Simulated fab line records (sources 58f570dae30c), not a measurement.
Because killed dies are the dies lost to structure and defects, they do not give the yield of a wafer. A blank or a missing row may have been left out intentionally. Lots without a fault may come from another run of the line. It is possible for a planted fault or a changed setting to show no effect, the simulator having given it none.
fab line records	flow berkeley_cmos170
record lots=13	wafers=39	last_day=11
route steps=331 shown PVT@121 NLDD@169 SPACER@174 NSD@190
lots untouched by any fault: they come from a run of this same line in which no faults occurred
start_h: the number of hours between the record's first day and the start of the first shown wafer of the lot	wait_h: how many hours have passed since the lot's step before this one	" same as the row above	L1.1+2: several wafers, shown together as one row	- either no value or no given start	* or withheld: withheld	< > ~ a bound
route shown NAME@n: names a module that has steps shown in the file, with the first one's number in the route	usual: average and standard deviation across the fault-free wafers	same: alike in all rows	chamber/n: place in a boat	sites: readings site by site	_std_site: the values' standard deviation	_edge_site: inner sites' mean taken away from outer sites' mean	radius_mm: for every site, how far away it sits from the centre of the wafer	mask NAME#n: copy n	behind: the tool/chamber that last shaped the wafer	hold: cause of the lot's hold/its duration in hours/its outcome	device: transistor that didn't switch, given as n, p or np	end of line: tests run on the same wafers once the route is complete	step lacking rows: just its recipe	killed: at the first sort, the dies lost to defects and structure; wafer yield is something else	map: dies across one wafer; x = killed, . = not, _ = none there
set.NAME: the setting as run; set.NAME@STEP: as run at that earlier step	model.NAME: the simulator's own value behind a step, which no gauge read
route steps across a sampled set of lots; one table per step, one row per wafer
services: the hour from which a tool's chamber was out of use, counted from the record's first day as start_h (under 0 if before that day), plus the number of hours and why
## steps
# step UCB170_PVT_OVL_MEAS_06
# usual PVT_OVL=1/5.2
lot.wafer	tool	chamber	start_h	wait_h	PVT_OVL[nm]
L530.3	overlay-01	-	106.28	-	1
L530.4	"	-	"	"	2
L530.6	"	-	"	"	7
L532.1	overlay-01	-	125.98	-	-4
L532.3	"	-	"	"	0
L532.5	"	-	"	"	-6
L534.2	overlay-02	-	128.90	-	-3
L534.5	"	-	"	"	5
L534.6	"	-	"	"	4
L536.3	overlay-02	-	137.97	-	12
L536.4	"	-	"	"	8
L536.6	"	-	"	"	7
L537.2	overlay-02	-	138.31	-	-9
L537.3	"	-	"	"	-4
L537.4	"	-	"	"	-15
L541.1	overlay-02	-	158.86	-	0
L541.2	"	-	"	"	4
L541.3	"	-	"	"	-5
L543.3	overlay-01	-	171.10	-	-1
L543.5	"	-	"	"	6
L543.6	"	-	"	"	6
L544.3	overlay-01	-	172.41	-	4
L544.4	"	-	"	"	6
L544.6	"	-	"	"	2
L546.2	overlay-01	-	180.68	-	-1
L546.3	"	-	"	"	1
L546.4	"	-	"	"	-4
L550.1	overlay-02	-	200.83	-	-3
L550.2	"	-	"	"	-1
L550.4	"	-	"	"	-5
L548.2	overlay-01	-	201.07	-	-2
L548.4	"	-	"	"	-6
L548.6	"	-	"	"	0
L552.1	overlay-02	-	208.94	-	-2
L552.3	"	-	"	"	-2
L552.6	"	-	"	"	2
L551.2	overlay-02	-	209.17	-	-4
L551.4	"	-	"	"	-1
L551.6	"	-	"	"	-6
# step UCB170_NLDD_TW_MEAS_11
# usual NLDD_TW=2222/36
lot.wafer	tool	chamber	start_h	wait_h	NLDD_TW
L530.3	film_metro-01	-	125.45	0.1	2173
L530.4	"	-	"	"	2175
L530.6	"	-	"	"	2180
L532.1	film_metro-03	-	142.59	0.1	2213
L532.3	"	-	"	"	2195
L532.5	"	-	"	"	2189
L534.2	film_metro-01	-	146.16	0.1	2185
L534.5	"	-	"	"	2203
L534.6	"	-	"	"	2182
L536.3	film_metro-02	-	151.32	0.1	2261
L536.4	"	-	"	"	2248
L536.6	"	-	"	"	2261
L537.2	film_metro-02	-	152.11	0.1	2270
L537.3	"	-	"	"	2258
L537.4	"	-	"	"	2263
L541.1	film_metro-02	-	176.66	0.1	2261
L541.2	"	-	"	"	2275
L541.3	"	-	"	"	2265
L543.3	film_metro-03	-	190.25	0.1	2190
L543.5	"	-	"	"	2195
L543.6	"	-	"	"	2206
L544.3	film_metro-03	-	190.74	0.1	2198
L544.4	"	-	"	"	2204
L544.6	"	-	"	"	2198
L546.2	film_metro-02	-	197.63	0.1	2254
L546.3	"	-	"	"	2267
L546.4	"	-	"	"	2264
L548.2	film_metro-02	-	217.54	0.1	2269
L548.4	"	-	"	"	2271
L548.6	"	-	"	"	2277
L550.1	film_metro-01	-	217.81	0.1	2173
L550.2	"	-	"	"	2195
L550.4	"	-	"	"	2171
L551.2	film_metro-03	-	224.68	0.1	2215
L551.4	"	-	"	"	2203
L551.6	"	-	"	"	2212
L552.1	film_metro-02	-	224.69	0.1	2277
L552.3	"	-	"	"	2275
L552.6	"	-	"	"	2284
# step UCB170_SPACER_ETCHBACK_03
# recipe stop_on=Si	target=SiO2	chemistry=CHF3/CF4/Ar	CHF3_flow_sccm=50	cf4_flow_sccm=10	Ar_flow_sccm=120	pressure_mtorr=200	rf_w=500	target_depth_a=3760	time_s=100
# usual chamber_pressure_mTorr=199.99/0.26	drypump_motor_current_A=6.0/0.5	oes_product_au=0.896/0.016	throttle_valve_pct=6.46/0.13
lot.wafer	tool	chamber	start_h	wait_h	chamber_pressure_mTorr	drypump_motor_current_A	oes_product_au	rf_hours_counter_h	throttle_valve_pct
L530.3	rie_diel-02	2	127.72	0.1	199.85	6.5	0.880	105	6.48
L530.4	"	1	"	"	199.69	5.9	0.888	75	6.42
L530.6	"	0	"	"	199.99	4.7	0.871	-	6.63
L532.1	rie_diel-02	3	145.23	0.0	199.92	6.0	0.910	73	6.56
L532.3	"	1	"	"	199.77	5.9	0.893	76	6.41
L532.5	"	2	"	"	200.10	6.5	0.912	-	6.47
L534.2	rie_diel-03	0	149.64	0.0	200.05	5.6	0.899	80	6.54
L534.5	"	1	"	"	200.08	6.3	0.935	-	6.68
L534.6	"	0	"	"	200.09	5.6	0.904	-	6.53
L536.3	rie_diel-01	2	157.16	0.0	199.97	6.7	0.902	95	6.47
L536.4	"	3	"	"	200.04	5.8	0.882	45	6.45
L536.6	"	2	"	"	199.87	6.8	0.933	-	6.49
L537.2	rie_diel-01	3	157.24	0.1	199.92	5.8	0.880	45	6.46
L537.3	"	1	"	"	200.40	5.6	0.891	110	6.44
L537.4	"	2	"	"	199.85	6.7	0.938	95	6.49
L541.1	rie_diel-01	3	182.60	0.0	199.92	5.7	0.858	46	6.45
L541.2	"	1	"	"	199.79	5.6	0.882	111	6.42
L541.3	"	0	"	"	199.81	6.4	0.866	23	6.29
L543.3	rie_diel-01	2	196.26	0.0	199.78	6.7	0.910	96	6.49
L543.5	"	0	"	"	200.16	6.3	0.887	-	6.32
L543.6	"	1	"	"	199.89	5.6	0.899	-	6.41
L544.3	rie_diel-02	1	196.26	0.0	200.13	5.9	0.885	79	6.40
L544.4	"	2	"	"	199.96	6.5	0.894	-	6.50
L544.6	"	1	"	"	199.76	5.9	0.903	-	6.42
L546.2	rie_diel-01	0	202.40	0.0	200.08	6.4	0.892	24	6.31
L546.3	"	1	"	"	199.60	5.6	0.891	112	6.42
L546.4	"	2	"	"	200.24	6.8	0.926	96	6.49
L548.2	rie_diel-02	1	222.86	0.0	199.95	5.9	0.872	80	6.41
L548.4	"	0	"	"	199.87	4.7	0.875	121	6.64
L548.6	"	2	"	"	199.77	6.5	0.902	-	6.49
L550.1	rie_diel-03	3	222.94	0.1	200.29	6.2	0.877	22	6.22
L550.2	"	0	"	"	200.10	5.6	0.883	84	6.55
L550.4	"	2	"	"	199.97	5.8	0.906	123	6.29
L551.2	rie_diel-03	2	230.22	0.0	199.95	5.7	0.896	124	6.32
L551.4	"	1	"	"	200.13	6.3	0.908	111	6.68
L551.6	"	0	"	"	199.91	5.6	0.906	-	6.55
L552.1	rie_diel-02	0	230.22	0.0	199.87	4.7	0.881	121	6.64
L552.3	"	3	"	"	200.05	6.0	0.907	77	6.56
L552.6	"	0	"	"	200.10	4.7	0.887	-	6.64
# step UCB170_NSD_EXPOSE_03
# recipe mask_id=NSELECT_MOD	na=0.5	sigma_outer=0.6	source_shape=conventional	target_cd_nm=1200	dose_mj=30.71
# usual reticle_temp_C=22.97/0.1
# same sigma_outer=0.6
lot.wafer	tool	chamber	start_h	wait_h	mask	reticle_temp_C
L530.3	krf_scanner-01	0	130.63	0.1	NSELECT_MOD#0	22.98
L530.4	"	0	"	"	NSELECT_MOD#0	23.06
L530.6	"	0	"	"	NSELECT_MOD#0	23.07
L532.1	krf_scanner-02	0	148.47	0.2	NSELECT_MOD#0	23.05
L532.3	"	0	"	"	NSELECT_MOD#0	23.02
L532.5	"	0	"	"	NSELECT_MOD#0	23.00
L534.2	krf_scanner-01	0	152.49	0.1	NSELECT_MOD#0	22.97
L534.5	"	0	"	"	NSELECT_MOD#0	23.08
L534.6	"	0	"	"	NSELECT_MOD#0	23.07
L536.3	krf_scanner-01	0	159.35	0.1	PSELECT_MOD#0	22.90
L536.4	"	0	"	"	PSELECT_MOD#0	22.86
L536.6	"	0	"	"	PSELECT_MOD#0	23.01
L537.2	krf_scanner-01	0	160.23	0.1	NSELECT_MOD#0	22.95
L537.3	"	0	"	"	NSELECT_MOD#0	22.92
L537.4	"	0	"	"	NSELECT_MOD#0	22.92
L541.1	krf_scanner-01	0	184.98	0.1	NSELECT_MOD#0	23.02
L541.2	"	0	"	"	NSELECT_MOD#0	23.13
L541.3	"	0	"	"	NSELECT_MOD#0	23.05
L544.3	krf_scanner-01	0	199.56	0.7	NSELECT_MOD#0	23.08
L544.4	"	0	"	"	NSELECT_MOD#0	23.00
L544.6	"	0	"	"	NSELECT_MOD#0	23.06
L543.3	krf_scanner-01	0	199.79	0.5	NSELECT_MOD#0	22.97
L543.5	"	0	"	"	NSELECT_MOD#0	22.90
L543.6	"	0	"	"	NSELECT_MOD#0	22.93
L546.2	krf_scanner-02	0	207.36	0.2	NSELECT_MOD#0	22.91
L546.3	"	0	"	"	NSELECT_MOD#0	22.82
L546.4	"	0	"	"	NSELECT_MOD#0	22.92
L548.2	krf_scanner-01	0	225.90	0.2	NSELECT_MOD#0	22.72
L548.4	"	0	"	"	NSELECT_MOD#0	23.03
L548.6	"	0	"	"	NSELECT_MOD#0	22.93
L550.1	krf_scanner-01	0	226.36	0.4	NSELECT_MOD#0	23.00
L550.2	"	0	"	"	NSELECT_MOD#0	22.87
L550.4	"	0	"	"	NSELECT_MOD#0	22.98
L551.2	krf_scanner-02	0	234.63	0.2	NSELECT_MOD#0	22.86
L551.4	"	0	"	"	NSELECT_MOD#0	22.86
L551.6	"	0	"	"	NSELECT_MOD#0	22.91
L552.1	krf_scanner-02	0	234.73	0.3	NSELECT_MOD#0	22.80
L552.3	"	0	"	"	NSELECT_MOD#0	22.86
L552.6	"	0	"	"	NSELECT_MOD#0	23.05
# step UCB170_NSD_CD_MEAS_06
# recipe target_cd_nm=1200
# usual cd_nm=1200.0/1.3
lot.wafer	tool	chamber	start_h	wait_h	cd_nm
L530.3	cd_sem-02	-	131.38	-	1199.0
L530.4	"	-	"	"	1200.4
L530.6	"	-	"	"	1199.0
L532.1	cd_sem-01	-	148.87	-	1199.6
L532.3	"	-	"	"	1199.2
L532.5	"	-	"	"	1200.9
L534.2	cd_sem-01	-	152.88	-	1199.2
L534.5	"	-	"	"	1199.5
L534.6	"	-	"	"	1199.8
L536.3	cd_sem-01	-	159.98	-	-
L536.4	"	-	"	"	-
L536.6	"	-	"	"	-
L537.2	cd_sem-02	-	160.62	-	1199.9
L537.3	"	-	"	"	1200.6
L537.4	"	-	"	"	1199.6
L541.1	cd_sem-01	-	185.70	-	1200.5
L541.2	"	-	"	"	1198.4
L541.3	"	-	"	"	1199.4
L544.3	cd_sem-01	-	199.98	-	1199.3
L544.4	"	-	"	"	1199.4
L544.6	"	-	"	"	1198.2
L543.3	cd_sem-01	-	200.26	-	1199.1
L543.5	"	-	"	"	1198.2
L543.6	"	-	"	"	1198.4
L546.2	cd_sem-01	-	207.96	-	1198.9
L546.3	"	-	"	"	1199.4
L546.4	"	-	"	"	1198.7
L548.2	cd_sem-01	-	226.61	-	1199.2
L548.4	"	-	"	"	1200.0
L548.6	"	-	"	"	1200.4
L550.1	cd_sem-02	-	226.84	-	1200.2
L550.2	"	-	"	"	1200.8
L550.4	"	-	"	"	1200.6
L551.2	cd_sem-01	-	235.03	-	1201.1
L551.4	"	-	"	"	1201.8
L551.6	"	-	"	"	1200.7
L552.1	cd_sem-01	-	235.37	-	1199.0
L552.3	"	-	"	"	1199.3
L552.6	"	-	"	"	1199.0
# step UCB170_NSD_TW_MEAS_10
# usual NSD_TW=4168/62
lot.wafer	tool	chamber	start_h	wait_h	NSD_TW
L530.3	film_metro-01	-	131.77	0.1	4138
L530.4	"	-	"	"	4120
L530.6	"	-	"	"	4112
L532.1	film_metro-01	-	149.27	0.1	4129
L532.3	"	-	"	"	4112
L532.5	"	-	"	"	4133
L534.2	film_metro-03	-	153.28	0.1	4174
L534.5	"	-	"	"	4202
L534.6	"	-	"	"	4186
L536.3	film_metro-01	-	160.37	0.1	29
L536.4	"	-	"	"	30
L536.6	"	-	"	"	29
L537.2	film_metro-02	-	161.02	0.1	4268
L537.3	"	-	"	"	4255
L537.4	"	-	"	"	4293
L541.1	film_metro-02	-	186.11	0.1	4247
L541.2	"	-	"	"	4272
L541.3	"	-	"	"	4280
L544.3	film_metro-01	-	200.37	0.1	4175
L544.4	"	-	"	"	4135
L544.6	"	-	"	"	4141
L543.3	film_metro-01	-	200.65	0.1	4163
L543.5	"	-	"	"	4142
L543.6	"	-	"	"	4142
L546.2	film_metro-01	-	208.35	0.1	4148
L546.3	"	-	"	"	4146
L546.4	"	-	"	"	4149
L548.2	film_metro-01	-	227.01	0.1	4121
L548.4	"	-	"	"	4125
L548.6	"	-	"	"	4135
L550.1	film_metro-01	-	227.24	0.1	4105
L550.2	"	-	"	"	4111
L550.4	"	-	"	"	4129
L551.2	film_metro-01	-	235.43	0.1	4101
L551.4	"	-	"	"	4115
L551.6	"	-	"	"	4115
L552.1	film_metro-01	-	235.78	0.1	4141
L552.3	"	-	"	"	4120
L552.6	"	-	"	"	4115
## services
tool	chamber	start_h	hours	kind
rie_diel-02	1	106.04	5.4	repair
rie_diel-02	0	114.10	4.0	repair
krf_scanner-01	-	127.30	1.0	pm
krf_scanner-02	-	135.24	0.6	repair
rie_diel-01	1	135.92	4.2	repair
krf_scanner-02	-	149.17	1.0	pm
krf_scanner-01	-	167.40	0.8	pm
rie_diel-02	0	185.16	11.5	repair
krf_scanner-01	-	207.75	1.3	pm
krf_scanner-02	-	211.39	0.8	pm
rie_diel-03	3	214.78	3.2	repair
krf_scanner-02	-	214.80	1.3	pm
## key
first_sign step=UCB170_NSD_EXPOSE_03	reading=mask	direction=changed
effect step=UCB170_NSD_CD_MEAS_06	reading=cd_nm	direction=missing
effect step=UCB170_NSD_TW_MEAS_10	reading=NSD_TW	direction=down	sigmas=67	usual=4168	struck=30
met_at UCB170_NSD_EXPOSE_03
struck_lots L536
sort_left_out L536.3,L536.4,L536.6
tester_left_out L536
not_acting_at UCB170_PVT_OVL_MEAS_06,UCB170_NLDD_TW_MEAS_11,UCB170_SPACER_ETCHBACK_03
onset_between 152.49 159.35
fault kind=wrong_mask	tool=any	chamber=-	onset_h=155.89	steps=UCB170_NSD_EXPOSE_03	aux_copy=PSELECT_MOD#0	scope=struck_lots_only
# tester_left_out: of these lots the tester's yield and bins aren't shown, on N5 and GAA mostly nor the transistor test; their killed dies are dies lost to structure and defects alone, not to doping, threshold or leakage, so they don't give the yield
# sort_left_out: the simulated sort isn't trusted on such a fault, so these wafers' sort isn't shown, and their yield isn't known
